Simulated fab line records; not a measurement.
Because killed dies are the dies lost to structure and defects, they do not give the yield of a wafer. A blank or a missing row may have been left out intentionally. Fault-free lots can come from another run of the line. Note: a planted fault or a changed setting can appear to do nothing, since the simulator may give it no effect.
Which of the tools did it? + flow berkeleyCmos170 + 7 lots, 21 wafers sampled, at 3 steps of a route of 331

WHAT THE GAUGES READ, wafer by wafer
UCB170_NSD_TW_MEAS_10.
| lot  | measured     | on           | NSD_TW         |
|------|--------------|--------------|----------------|
| L473 | day 8 06:05  | filmMetro-04 | 4235 4231 4231 |
| L474 | day 9 07:09  | filmMetro-03 | 4258 4270 4251 |
| L479 | day 10 14:26 | filmMetro-04 | 4227 4255 4220 |
| L480 | day 10 14:44 | filmMetro-01 | 4228 4206 4213 |
| L487 | day 12 03:34 | filmMetro-04 | 4462 4460 4466 |
| L489 | day 12 15:07 | filmMetro-03 | 4212 4248 4226 |
| L494 | day 13 07:22 | filmMetro-01 | 4221 4222 4224 |

WHICH TOOL RAN EACH LOT (tool, then ch and the chambers of the sampled wafers, then the start)
| lot  | UCB170_NSD_IMPLANT_08           | UCB170_NSD_STRIP_09                 |
|------|---------------------------------|-------------------------------------|
| L473 | implanter-01 ch 0, day 8 05:50  | plasmaAsher-03 ch 0,1, day 8 05:59  |
| L474 | implanter-02 ch 0, day 9 06:55  | plasmaAsher-01 ch 0,1, day 9 07:02  |
| L479 | implanter-04 ch 0, day 10 14:11 | plasmaAsher-02 ch 0,1, day 10 14:20 |
| L480 | implanter-02 ch 0, day 10 14:31 | plasmaAsher-01 ch 0,1, day 10 14:39 |
| L487 | implanter-04 ch 0, day 12 02:56 | plasmaAsher-03 ch 0,1, day 12 03:28 |
| L489 | implanter-02 ch 0, day 12 14:52 | plasmaAsher-02 ch 0,1, day 12 15:01 |
| L494 | implanter-04 ch 0, day 13 07:07 | plasmaAsher-02 ch 0,1, day 13 07:16 |
- UCB170_NSD_IMPLANT_08
- UCB170_NSD_STRIP_09: strips in O2.

THE ANSWER, worked out from the rows above alone
Rule: the usual values come from the lots themselves. The widest of any qualifying gaps counts: lots, ordered by their means at a reading, are off when they make up no more than a third of the lots, leave a main group of 4 or more, and stand apart from it by 3 or more times the standard deviation of that group's means. A main group is skipped when, at the precision printed for the reading in the tables above, its means are all equal. Also off: a lot with no number at a reading for which 4 or more lots have one. All remaining lots with rows at the step are treated as sound.
Off: at UCB170_NSD_TW_MEAS_10 (NSD_TW), L487. The main group has a mean of 4232 with a standard deviation of 14.
A tool fits if, at a process step before that reading, it ran every lot that is off, and no sound lot after the first of them. The gauges at UCB170_NSD_TW_MEAS_10 are tried like those tools. Undecided on this evidence; 2 tools fit (plasmaAsher-03 at UCB170_NSD_STRIP_09, filmMetro-04 at UCB170_NSD_TW_MEAS_10).

WHAT WAS PUT IN BY THE SIMULATOR
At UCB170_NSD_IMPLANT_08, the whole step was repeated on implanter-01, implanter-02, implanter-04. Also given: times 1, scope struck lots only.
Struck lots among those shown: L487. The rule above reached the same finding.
